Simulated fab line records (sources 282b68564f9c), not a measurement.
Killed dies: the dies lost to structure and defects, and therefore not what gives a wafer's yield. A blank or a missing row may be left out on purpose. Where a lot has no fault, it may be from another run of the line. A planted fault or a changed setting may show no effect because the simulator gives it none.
fab line records || flow rit_cmos
record: {"lots": 6, "wafers": 18, "last_day": 7}
route steps=202 shown GATE@96 REOX@98 NLDD@103 PLDD@114
lots that met no fault: from a run of the same line without faults
start_h: hours from the record's first day to the start of the lot's first wafer shown || wait_h: hours since the lot's step before || " same as the row above || L1.1+2: several wafers, shown together as one row || - no value present, or no start provided || * or withheld: withheld || < > ~ a bound
route shown NAME@n: names a module that has steps shown in the file, with the first one's number in the route || usual: mean/standard deviation of fault-free wafers || same: alike in all rows || chamber/n: place in a boat || sites: readings site by site || _std_site: standard deviation of those values || _edge_site: the outer-site mean with the inner-site mean subtracted || radius_mm: how far each site lies from the wafer's centre || mask NAME#n: copy n || behind: tool/chamber where the wafer was last shaped || hold: the reason the lot was held/the length of the hold in hours/how it ended || device: names the non-switching transistor (n, p or np) || end of line: the same wafers' tests at the end of the route || where a step has no rows: the recipe by itself || killed: dies that structure and defects cost at the first sort, which is not the same as the wafer's yield || map: dies across one wafer; x = killed, . = not, _ = none there
set.NAME: the setting the step ran with; set.NAME@STEP: the setting that earlier step ran with || model.NAME: the simulator's own value behind a step, which no gauge read
lots at selected steps of the route; one table per step, one row per wafer
services: from which hour (start_h, from the record's first day; less than 0 if before it) a tool's chamber was out of use, for how many hours, and why
== steps ==
step: RIT_GATE_STRIP_20
recipe: {"chemistry": "O2", "time_s": 180, "resist": "NOVOLAK", "platen_temp_c": "withheld", "power_w": 500, "pressure_mtorr": 4000, "o2_flow_sccm": 4000}
usual: {"drypump_motor_current_A": "5.6/0.5"}
{"lot.wafer": "L529.3", "tool": "plasma_asher-03", "chamber": 0, "start_h": 66.45, "wait_h": 0.1, "drypump_motor_current_A": 5.6, "rf_hours_counter_h": "-"}
{"lot.wafer": "L529.4", "tool": "plasma_asher-03", "chamber": 1, "start_h": 66.45, "wait_h": 0.1, "drypump_motor_current_A": 5.7, "rf_hours_counter_h": "-"}
{"lot.wafer": "L529.5", "tool": "plasma_asher-03", "chamber": 1, "start_h": 66.45, "wait_h": 0.1, "drypump_motor_current_A": 5.6, "rf_hours_counter_h": "-"}
{"lot.wafer": "L532.2", "tool": "plasma_asher-01", "chamber": 1, "start_h": 82.00, "wait_h": 0.1, "drypump_motor_current_A": 5.3, "rf_hours_counter_h": 43}
{"lot.wafer": "L532.3", "tool": "plasma_asher-01", "chamber": 0, "start_h": 82.00, "wait_h": 0.1, "drypump_motor_current_A": 5.2, "rf_hours_counter_h": "-"}
{"lot.wafer": "L532.5", "tool": "plasma_asher-01", "chamber": 0, "start_h": 82.00, "wait_h": 0.1, "drypump_motor_current_A": 5.2, "rf_hours_counter_h": "-"}
{"lot.wafer": "L535.1", "tool": "plasma_asher-03", "chamber": 1, "start_h": 97.15, "wait_h": 0.1, "drypump_motor_current_A": 5.6, "rf_hours_counter_h": 45}
{"lot.wafer": "L535.3", "tool": "plasma_asher-03", "chamber": 1, "start_h": 97.15, "wait_h": 0.1, "drypump_motor_current_A": 5.7, "rf_hours_counter_h": "-"}
{"lot.wafer": "L535.5", "tool": "plasma_asher-03", "chamber": 0, "start_h": 97.15, "wait_h": 0.1, "drypump_motor_current_A": 5.6, "rf_hours_counter_h": "-"}
{"lot.wafer": "L542.2", "tool": "plasma_asher-03", "chamber": 0, "start_h": 131.86, "wait_h": 0.1, "drypump_motor_current_A": 5.7, "rf_hours_counter_h": 2}
{"lot.wafer": "L542.3", "tool": "plasma_asher-03", "chamber": 1, "start_h": 131.86, "wait_h": 0.1, "drypump_motor_current_A": 5.6, "rf_hours_counter_h": "-"}
{"lot.wafer": "L542.5", "tool": "plasma_asher-03", "chamber": 0, "start_h": 131.86, "wait_h": 0.1, "drypump_motor_current_A": 5.6, "rf_hours_counter_h": "-"}
{"lot.wafer": "L543.1", "tool": "plasma_asher-03", "chamber": 1, "start_h": 136.88, "wait_h": 0.1, "drypump_motor_current_A": 5.6, "rf_hours_counter_h": 2}
{"lot.wafer": "L543.4", "tool": "plasma_asher-03", "chamber": 0, "start_h": 136.88, "wait_h": 0.1, "drypump_motor_current_A": 5.7, "rf_hours_counter_h": "-"}
{"lot.wafer": "L543.6", "tool": "plasma_asher-03", "chamber": 0, "start_h": 136.88, "wait_h": 0.1, "drypump_motor_current_A": 5.6, "rf_hours_counter_h": "-"}
{"lot.wafer": "L544.1", "tool": "plasma_asher-01", "chamber": 0, "start_h": 141.98, "wait_h": 0.1, "drypump_motor_current_A": 5.2, "rf_hours_counter_h": 50}
{"lot.wafer": "L544.4", "tool": "plasma_asher-01", "chamber": 0, "start_h": 141.98, "wait_h": 0.1, "drypump_motor_current_A": 5.2, "rf_hours_counter_h": "-"}
{"lot.wafer": "L544.5", "tool": "plasma_asher-01", "chamber": 0, "start_h": 141.98, "wait_h": 0.1, "drypump_motor_current_A": 5.3, "rf_hours_counter_h": "-"}
step: RIT_GATE_CD_MEAS_90
recipe: {"target_cd_nm": 150}
usual: {"cd_nm": "149.9/2.3"}
{"lot.wafer": "L529.3", "tool": "cd_sem-02", "chamber": "-", "start_h": 66.61, "wait_h": 0.1, "cd_nm": 151.1}
{"lot.wafer": "L529.4", "tool": "cd_sem-02", "chamber": "-", "start_h": 66.61, "wait_h": 0.1, "cd_nm": 148.8}
{"lot.wafer": "L529.5", "tool": "cd_sem-02", "chamber": "-", "start_h": 66.61, "wait_h": 0.1, "cd_nm": 149.8}
{"lot.wafer": "L532.2", "tool": "cd_sem-02", "chamber": "-", "start_h": 82.19, "wait_h": 0.1, "cd_nm": 151.2}
{"lot.wafer": "L532.3", "tool": "cd_sem-02", "chamber": "-", "start_h": 82.19, "wait_h": 0.1, "cd_nm": 151.8}
{"lot.wafer": "L532.5", "tool": "cd_sem-02", "chamber": "-", "start_h": 82.19, "wait_h": 0.1, "cd_nm": 151.5}
{"lot.wafer": "L535.1", "tool": "cd_sem-01", "chamber": "-", "start_h": 97.32, "wait_h": 0.1, "cd_nm": 147.2}
{"lot.wafer": "L535.3", "tool": "cd_sem-01", "chamber": "-", "start_h": 97.32, "wait_h": 0.1, "cd_nm": 147.2}
{"lot.wafer": "L535.5", "tool": "cd_sem-01", "chamber": "-", "start_h": 97.32, "wait_h": 0.1, "cd_nm": 148.1}
{"lot.wafer": "L542.2", "tool": "cd_sem-02", "chamber": "-", "start_h": 132.05, "wait_h": 0.1, "cd_nm": 148.8}
{"lot.wafer": "L542.3", "tool": "cd_sem-02", "chamber": "-", "start_h": 132.05, "wait_h": 0.1, "cd_nm": 147.4}
{"lot.wafer": "L542.5", "tool": "cd_sem-02", "chamber": "-", "start_h": 132.05, "wait_h": 0.1, "cd_nm": 148.4}
{"lot.wafer": "L543.1", "tool": "cd_sem-01", "chamber": "-", "start_h": 137.05, "wait_h": 0.1, "cd_nm": 150.9}
{"lot.wafer": "L543.4", "tool": "cd_sem-01", "chamber": "-", "start_h": 137.05, "wait_h": 0.1, "cd_nm": 152.1}
{"lot.wafer": "L543.6", "tool": "cd_sem-01", "chamber": "-", "start_h": 137.05, "wait_h": 0.1, "cd_nm": 149.7}
{"lot.wafer": "L544.1", "tool": "cd_sem-01", "chamber": "-", "start_h": 142.16, "wait_h": 0.1, "cd_nm": 149.3}
{"lot.wafer": "L544.4", "tool": "cd_sem-01", "chamber": "-", "start_h": 142.16, "wait_h": 0.1, "cd_nm": 148.3}
{"lot.wafer": "L544.5", "tool": "cd_sem-01", "chamber": "-", "start_h": 142.16, "wait_h": 0.1, "cd_nm": 148.8}
step: RIT_REOX_CLEAN_00
recipe: {"chemistry": "SC1", "mix": "3:3:50", "time_s": 600, "temp_c": 75}
step: RIT_REOX_CLEAN_01
recipe: {"chemistry": "dHF", "dilution": "50:1", "time_s": 30}
step: RIT_REOX_CLEAN_02
recipe: {"chemistry": "SC2", "mix": "3:3:50", "time_s": 600, "temp_c": 75, "dry": "n2_spin"}
step: RIT_REOX_OXIDATION_03
recipe: {"temp_c": 900, "ambient": "O2", "target_thk_a": 252, "ox_time_s": 5580}
step: RIT_REOX_THK_MEAS_04
recipe: {"reads": "SiO2_of_REOX_OXIDATION_03"}
usual: {"REOX_OXIDE_THK": "25.0/0.49"}
{"lot.wafer": "L529.3", "tool": "film_metro-04", "chamber": "-", "start_h": 69.63, "wait_h": 0.0, "REOX_OXIDE_THK[nm]": 25.9}
{"lot.wafer": "L529.4", "tool": "film_metro-04", "chamber": "-", "start_h": 69.63, "wait_h": 0.0, "REOX_OXIDE_THK[nm]": 26.0}
{"lot.wafer": "L529.5", "tool": "film_metro-04", "chamber": "-", "start_h": 69.63, "wait_h": 0.0, "REOX_OXIDE_THK[nm]": 25.7}
{"lot.wafer": "L532.2", "tool": "film_metro-03", "chamber": "-", "start_h": 85.24, "wait_h": 0.0, "REOX_OXIDE_THK[nm]": 25.0}
{"lot.wafer": "L532.3", "tool": "film_metro-03", "chamber": "-", "start_h": 85.24, "wait_h": 0.0, "REOX_OXIDE_THK[nm]": 25.3}
{"lot.wafer": "L532.5", "tool": "film_metro-03", "chamber": "-", "start_h": 85.24, "wait_h": 0.0, "REOX_OXIDE_THK[nm]": 24.7}
{"lot.wafer": "L535.1", "tool": "film_metro-02", "chamber": "-", "start_h": 100.60, "wait_h": 0.0, "REOX_OXIDE_THK[nm]": 25.0}
{"lot.wafer": "L535.3", "tool": "film_metro-02", "chamber": "-", "start_h": 100.60, "wait_h": 0.0, "REOX_OXIDE_THK[nm]": 25.1}
{"lot.wafer": "L535.5", "tool": "film_metro-02", "chamber": "-", "start_h": 100.60, "wait_h": 0.0, "REOX_OXIDE_THK[nm]": 24.9}
{"lot.wafer": "L542.2", "tool": "film_metro-04", "chamber": "-", "start_h": 135.08, "wait_h": 0.0, "REOX_OXIDE_THK[nm]": 24.7}
{"lot.wafer": "L542.3", "tool": "film_metro-04", "chamber": "-", "start_h": 135.08, "wait_h": 0.0, "REOX_OXIDE_THK[nm]": 24.8}
{"lot.wafer": "L542.5", "tool": "film_metro-04", "chamber": "-", "start_h": 135.08, "wait_h": 0.0, "REOX_OXIDE_THK[nm]": 24.6}
{"lot.wafer": "L543.1", "tool": "film_metro-04", "chamber": "-", "start_h": 140.89, "wait_h": 0.0, "REOX_OXIDE_THK[nm]": 24.3}
{"lot.wafer": "L543.4", "tool": "film_metro-04", "chamber": "-", "start_h": 140.89, "wait_h": 0.0, "REOX_OXIDE_THK[nm]": 24.8}
{"lot.wafer": "L543.6", "tool": "film_metro-04", "chamber": "-", "start_h": 140.89, "wait_h": 0.0, "REOX_OXIDE_THK[nm]": 24.3}
{"lot.wafer": "L544.1", "tool": "film_metro-03", "chamber": "-", "start_h": 145.19, "wait_h": 0.0, "REOX_OXIDE_THK[nm]": 25.5}
{"lot.wafer": "L544.4", "tool": "film_metro-03", "chamber": "-", "start_h": 145.19, "wait_h": 0.0, "REOX_OXIDE_THK[nm]": 25.0}
{"lot.wafer": "L544.5", "tool": "film_metro-03", "chamber": "-", "start_h": 145.19, "wait_h": 0.0, "REOX_OXIDE_THK[nm]": 24.9}
step: RIT_NLDD_HMDS_00
recipe: {"prime_time_s": 60, "prime_temp_c": 140}
step: RIT_NLDD_COAT_01
recipe: {"resist": "NOVOLAK", "spin_rpm": 3250, "resist_thk_nm": 1000}
step: RIT_NLDD_SOFTBAKE_02
recipe: {"resist": "NOVOLAK", "temp_c": 90, "time_s": 60}
step: RIT_NLDD_EXPOSE_03
recipe: {"mask_id": "M7", "na": 0.57, "target_cd_nm": 40700, "dose_mj": 250}
step: RIT_NLDD_PEB_04
recipe: {"resist": "NOVOLAK", "temp_c": "withheld", "time_s": "withheld"}
step: RIT_NLDD_DEVELOP_05
recipe: {"resist": "NOVOLAK", "develop_time_s": 50, "dev_temp_c": 23}
usual: {"exhaust_pa": "45.0/1"}
{"lot.wafer": "L529.3", "tool": "litho_track-04", "chamber": 0, "start_h": 70, "wait_h": "-", "exhaust_pa": 44.0}
{"lot.wafer": "L529.4", "tool": "litho_track-04", "chamber": 0, "start_h": 70, "wait_h": "-", "exhaust_pa": 45.2}
{"lot.wafer": "L529.5", "tool": "litho_track-04", "chamber": 0, "start_h": 70, "wait_h": "-", "exhaust_pa": 44.8}
{"lot.wafer": "L532.2", "tool": "litho_track-04", "chamber": 0, "start_h": 86, "wait_h": "-", "exhaust_pa": 45.7}
{"lot.wafer": "L532.3", "tool": "litho_track-04", "chamber": 0, "start_h": 86, "wait_h": "-", "exhaust_pa": 43.2}
{"lot.wafer": "L532.5", "tool": "litho_track-04", "chamber": 0, "start_h": 86, "wait_h": "-", "exhaust_pa": 45.1}
{"lot.wafer": "L535.1", "tool": "litho_track-03", "chamber": 0, "start_h": 101, "wait_h": "-", "exhaust_pa": 47.2}
{"lot.wafer": "L535.3", "tool": "litho_track-03", "chamber": 0, "start_h": 101, "wait_h": "-", "exhaust_pa": 45.6}
{"lot.wafer": "L535.5", "tool": "litho_track-03", "chamber": 0, "start_h": 101, "wait_h": "-", "exhaust_pa": 46.3}
{"lot.wafer": "L542.2", "tool": "litho_track-02", "chamber": 0, "start_h": 136, "wait_h": "-", "exhaust_pa": 45.0}
{"lot.wafer": "L542.3", "tool": "litho_track-02", "chamber": 0, "start_h": 136, "wait_h": "-", "exhaust_pa": 45.7}
{"lot.wafer": "L542.5", "tool": "litho_track-02", "chamber": 0, "start_h": 136, "wait_h": "-", "exhaust_pa": 46.1}
{"lot.wafer": "L543.1", "tool": "litho_track-04", "chamber": 0, "start_h": 141, "wait_h": "-", "exhaust_pa": 46.0}
{"lot.wafer": "L543.4", "tool": "litho_track-04", "chamber": 0, "start_h": 141, "wait_h": "-", "exhaust_pa": 45.4}
{"lot.wafer": "L543.6", "tool": "litho_track-04", "chamber": 0, "start_h": 141, "wait_h": "-", "exhaust_pa": 46.4}
{"lot.wafer": "L544.1", "tool": "litho_track-04", "chamber": 0, "start_h": 145, "wait_h": "-", "exhaust_pa": 45.9}
{"lot.wafer": "L544.4", "tool": "litho_track-04", "chamber": 0, "start_h": 146, "wait_h": "-", "exhaust_pa": 44.5}
{"lot.wafer": "L544.5", "tool": "litho_track-04", "chamber": 0, "start_h": 146, "wait_h": "-", "exhaust_pa": 45.5}
step: RIT_NLDD_OVL_MEAS_06
usual: {"NLDD_OVL": "1.0/1.3"}
{"lot.wafer": "L529.3", "tool": "overlay-02", "chamber": "-", "start_h": 70.53, "wait_h": "-", "NLDD_OVL[nm]": 0.2}
{"lot.wafer": "L529.4", "tool": "overlay-02", "chamber": "-", "start_h": 70.53, "wait_h": "-", "NLDD_OVL[nm]": -0.8}
{"lot.wafer": "L529.5", "tool": "overlay-02", "chamber": "-", "start_h": 70.53, "wait_h": "-", "NLDD_OVL[nm]": 0.3}
{"lot.wafer": "L532.2", "tool": "overlay-02", "chamber": "-", "start_h": 86.27, "wait_h": "-", "NLDD_OVL[nm]": 1.8}
{"lot.wafer": "L532.3", "tool": "overlay-02", "chamber": "-", "start_h": 86.27, "wait_h": "-", "NLDD_OVL[nm]": 1.5}
{"lot.wafer": "L532.5", "tool": "overlay-02", "chamber": "-", "start_h": 86.27, "wait_h": "-", "NLDD_OVL[nm]": 3.7}
{"lot.wafer": "L535.1", "tool": "overlay-01", "chamber": "-", "start_h": 101.61, "wait_h": "-", "NLDD_OVL[nm]": 1.0}
{"lot.wafer": "L535.3", "tool": "overlay-01", "chamber": "-", "start_h": 101.61, "wait_h": "-", "NLDD_OVL[nm]": 2.0}
{"lot.wafer": "L535.5", "tool": "overlay-01", "chamber": "-", "start_h": 101.61, "wait_h": "-", "NLDD_OVL[nm]": 1.3}
{"lot.wafer": "L542.2", "tool": "overlay-01", "chamber": "-", "start_h": 136.18, "wait_h": "-", "NLDD_OVL[nm]": 0.0}
{"lot.wafer": "L542.3", "tool": "overlay-01", "chamber": "-", "start_h": 136.18, "wait_h": "-", "NLDD_OVL[nm]": -1.1}
{"lot.wafer": "L542.5", "tool": "overlay-01", "chamber": "-", "start_h": 136.18, "wait_h": "-", "NLDD_OVL[nm]": 0.9}
{"lot.wafer": "L543.1", "tool": "overlay-02", "chamber": "-", "start_h": 141.92, "wait_h": "-", "NLDD_OVL[nm]": -1.3}
{"lot.wafer": "L543.4", "tool": "overlay-02", "chamber": "-", "start_h": 141.92, "wait_h": "-", "NLDD_OVL[nm]": 1.1}
{"lot.wafer": "L543.6", "tool": "overlay-02", "chamber": "-", "start_h": 141.92, "wait_h": "-", "NLDD_OVL[nm]": -0.3}
{"lot.wafer": "L544.1", "tool": "overlay-02", "chamber": "-", "start_h": 146.10, "wait_h": "-", "NLDD_OVL[nm]": -0.4}
{"lot.wafer": "L544.4", "tool": "overlay-02", "chamber": "-", "start_h": 146.10, "wait_h": "-", "NLDD_OVL[nm]": 0.0}
{"lot.wafer": "L544.5", "tool": "overlay-02", "chamber": "-", "start_h": 146.10, "wait_h": "-", "NLDD_OVL[nm]": 0.5}
step: RIT_NLDD_HARDBAKE_07
recipe: {"resist": "NOVOLAK", "temp_c": 140, "time_s": 60}
step: RIT_NLDD_IMPLANT_08
recipe: {"species": "P", "energy_kev": 20, "dose_cm2": 5e+14, "tilt_deg": 7}
step: RIT_NLDD_STRIP_09
recipe: {"chemistry": "O2", "time_s": 180, "resist": "NOVOLAK", "platen_temp_c": "withheld", "power_w": 500, "pressure_mtorr": 4000, "o2_flow_sccm": 4000}
usual: {"drypump_motor_current_A": "5.4/0.57"}
{"lot.wafer": "L529.3", "tool": "plasma_asher-04", "chamber": 1, "start_h": 70.91, "wait_h": 0.1, "drypump_motor_current_A": 4.7, "rf_hours_counter_h": "-"}
{"lot.wafer": "L529.4", "tool": "plasma_asher-04", "chamber": 0, "start_h": 70.91, "wait_h": 0.1, "drypump_motor_current_A": 5.7, "rf_hours_counter_h": "-"}
{"lot.wafer": "L529.5", "tool": "plasma_asher-04", "chamber": 1, "start_h": 70.91, "wait_h": 0.1, "drypump_motor_current_A": 4.7, "rf_hours_counter_h": "-"}
{"lot.wafer": "L532.2", "tool": "plasma_asher-01", "chamber": 1, "start_h": 86.60, "wait_h": 0.1, "drypump_motor_current_A": 5.3, "rf_hours_counter_h": 43}
{"lot.wafer": "L532.3", "tool": "plasma_asher-01", "chamber": 1, "start_h": 86.60, "wait_h": 0.1, "drypump_motor_current_A": 5.3, "rf_hours_counter_h": "-"}
{"lot.wafer": "L532.5", "tool": "plasma_asher-01", "chamber": 0, "start_h": 86.60, "wait_h": 0.1, "drypump_motor_current_A": 5.3, "rf_hours_counter_h": "-"}
{"lot.wafer": "L535.1", "tool": "plasma_asher-02", "chamber": 0, "start_h": 101.97, "wait_h": 0.1, "drypump_motor_current_A": 5.3, "rf_hours_counter_h": 46}
{"lot.wafer": "L535.3", "tool": "plasma_asher-02", "chamber": 0, "start_h": 101.97, "wait_h": 0.1, "drypump_motor_current_A": 5.3, "rf_hours_counter_h": "-"}
{"lot.wafer": "L535.5", "tool": "plasma_asher-02", "chamber": 0, "start_h": 101.97, "wait_h": 0.1, "drypump_motor_current_A": 5.2, "rf_hours_counter_h": "-"}
{"lot.wafer": "L542.2", "tool": "plasma_asher-02", "chamber": 1, "start_h": 136.76, "wait_h": 0.1, "drypump_motor_current_A": 6.6, "rf_hours_counter_h": 50}
{"lot.wafer": "L542.3", "tool": "plasma_asher-02", "chamber": 1, "start_h": 136.76, "wait_h": 0.1, "drypump_motor_current_A": 6.6, "rf_hours_counter_h": "-"}
{"lot.wafer": "L542.5", "tool": "plasma_asher-02", "chamber": 0, "start_h": 136.76, "wait_h": 0.1, "drypump_motor_current_A": 5.3, "rf_hours_counter_h": "-"}
{"lot.wafer": "L543.1", "tool": "plasma_asher-04", "chamber": 0, "start_h": 142.26, "wait_h": 0.1, "drypump_motor_current_A": 5.7, "rf_hours_counter_h": 38}
{"lot.wafer": "L543.4", "tool": "plasma_asher-04", "chamber": 0, "start_h": 142.26, "wait_h": 0.1, "drypump_motor_current_A": 5.7, "rf_hours_counter_h": "-"}
{"lot.wafer": "L543.6", "tool": "plasma_asher-04", "chamber": 0, "start_h": 142.26, "wait_h": 0.1, "drypump_motor_current_A": 5.7, "rf_hours_counter_h": "-"}
{"lot.wafer": "L544.1", "tool": "plasma_asher-04", "chamber": 0, "start_h": 146.44, "wait_h": 0.1, "drypump_motor_current_A": 5.7, "rf_hours_counter_h": 38}
{"lot.wafer": "L544.4", "tool": "plasma_asher-04", "chamber": 1, "start_h": 146.44, "wait_h": 0.1, "drypump_motor_current_A": 4.7, "rf_hours_counter_h": "-"}
{"lot.wafer": "L544.5", "tool": "plasma_asher-04", "chamber": 0, "start_h": 146.44, "wait_h": 0.1, "drypump_motor_current_A": 5.7, "rf_hours_counter_h": "-"}
step: RIT_NLDD_TW_MEAS_10
usual: {"NLDD_TW": "2495/16"}
{"lot.wafer": "L529.3", "tool": "film_metro-01", "chamber": "-", "start_h": 71.05, "wait_h": 0.1, "NLDD_TW": 30}
{"lot.wafer": "L529.4", "tool": "film_metro-01", "chamber": "-", "start_h": 71.05, "wait_h": 0.1, "NLDD_TW": 30}
{"lot.wafer": "L529.5", "tool": "film_metro-01", "chamber": "-", "start_h": 71.05, "wait_h": 0.1, "NLDD_TW": 30}
{"lot.wafer": "L532.2", "tool": "film_metro-01", "chamber": "-", "start_h": 86.78, "wait_h": 0.1, "NLDD_TW": 30}
{"lot.wafer": "L532.3", "tool": "film_metro-01", "chamber": "-", "start_h": 86.78, "wait_h": 0.1, "NLDD_TW": 30}
{"lot.wafer": "L532.5", "tool": "film_metro-01", "chamber": "-", "start_h": 86.78, "wait_h": 0.1, "NLDD_TW": 30}
{"lot.wafer": "L535.1", "tool": "film_metro-02", "chamber": "-", "start_h": 102.14, "wait_h": 0.1, "NLDD_TW": 2509}
{"lot.wafer": "L535.3", "tool": "film_metro-02", "chamber": "-", "start_h": 102.14, "wait_h": 0.1, "NLDD_TW": 2490}
{"lot.wafer": "L535.5", "tool": "film_metro-02", "chamber": "-", "start_h": 102.14, "wait_h": 0.1, "NLDD_TW": 2499}
{"lot.wafer": "L542.2", "tool": "film_metro-01", "chamber": "-", "start_h": 136.94, "wait_h": 0.1, "NLDD_TW": 2486}
{"lot.wafer": "L542.3", "tool": "film_metro-01", "chamber": "-", "start_h": 136.94, "wait_h": 0.1, "NLDD_TW": 2472}
{"lot.wafer": "L542.5", "tool": "film_metro-01", "chamber": "-", "start_h": 136.94, "wait_h": 0.1, "NLDD_TW": 2480}
{"lot.wafer": "L543.1", "tool": "film_metro-04", "chamber": "-", "start_h": 142.43, "wait_h": 0.1, "NLDD_TW": 2509}
{"lot.wafer": "L543.4", "tool": "film_metro-04", "chamber": "-", "start_h": 142.43, "wait_h": 0.1, "NLDD_TW": 2501}
{"lot.wafer": "L543.6", "tool": "film_metro-04", "chamber": "-", "start_h": 142.43, "wait_h": 0.1, "NLDD_TW": 2507}
{"lot.wafer": "L544.1", "tool": "film_metro-02", "chamber": "-", "start_h": 146.61, "wait_h": 0.1, "NLDD_TW": 2503}
{"lot.wafer": "L544.4", "tool": "film_metro-02", "chamber": "-", "start_h": 146.61, "wait_h": 0.1, "NLDD_TW": 2493}
{"lot.wafer": "L544.5", "tool": "film_metro-02", "chamber": "-", "start_h": 146.61, "wait_h": 0.1, "NLDD_TW": 2506}
step: RIT_PLDD_HMDS_00
recipe: {"prime_time_s": 60, "prime_temp_c": 140}
== services ==
{"tool": "plasma_asher-01", "chamber": "-", "start_h": 53.02, "hours": 4.2, "kind": "repair"}
{"tool": "plasma_asher-03", "chamber": "-", "start_h": 108.75, "hours": 9.0, "kind": "pm"}
{"tool": "plasma_asher-03", "chamber": 0, "start_h": 108.75, "hours": 9.0, "kind": "vent_cycle"}
{"tool": "plasma_asher-03", "chamber": 1, "start_h": 108.75, "hours": 9.0, "kind": "vent_cycle"}
{"tool": "plasma_asher-03", "chamber": 0, "start_h": 117.75, "hours": "-", "kind": "clean"}
{"tool": "plasma_asher-03", "chamber": 1, "start_h": 117.75, "hours": "-", "kind": "clean"}
{"tool": "litho_track-04", "chamber": "-", "start_h": 121.97, "hours": "-", "kind": "consumable_replace:filter"}
{"tool": "plasma_asher-03", "chamber": "-", "start_h": 137.99, "hours": 23.6, "kind": "repair"}
== key ==
first_sign: {"step": "RIT_NLDD_TW_MEAS_10", "reading": "NLDD_TW", "direction": "down", "sigmas": "99+", "usual": 2495, "struck": 30}
effect none on later readings
met_at RIT_NLDD_DEVELOP_05
struck_wafers L529.3,L529.4,L529.5,L532.2,L532.3,L532.5
sort_left_out L529.3,L529.4,L529.5,L532.2,L532.3,L532.5
tester_left_out L529,L532
fault: {"kind": "process_parameter_drift", "tool": "litho_track-04", "chamber": "-", "onset_h": 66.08, "steps": "RIT_NLDD_DEVELOP_05", "channel": "develop_time_s", "offset": "*", "shape": "step", "end_h": 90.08, "acts_in": "*", "stated": "*"}
tester_left_out: of these lots the tester's yield and bins aren't shown, on N5 and GAA mostly nor the transistor test; their killed dies are dies lost to structure and defects alone, not to doping, threshold or leakage, so they don't give the yield
sort_left_out: the simulated sort isn't trusted on such a fault, so these wafers' sort isn't shown, and their yield isn't known
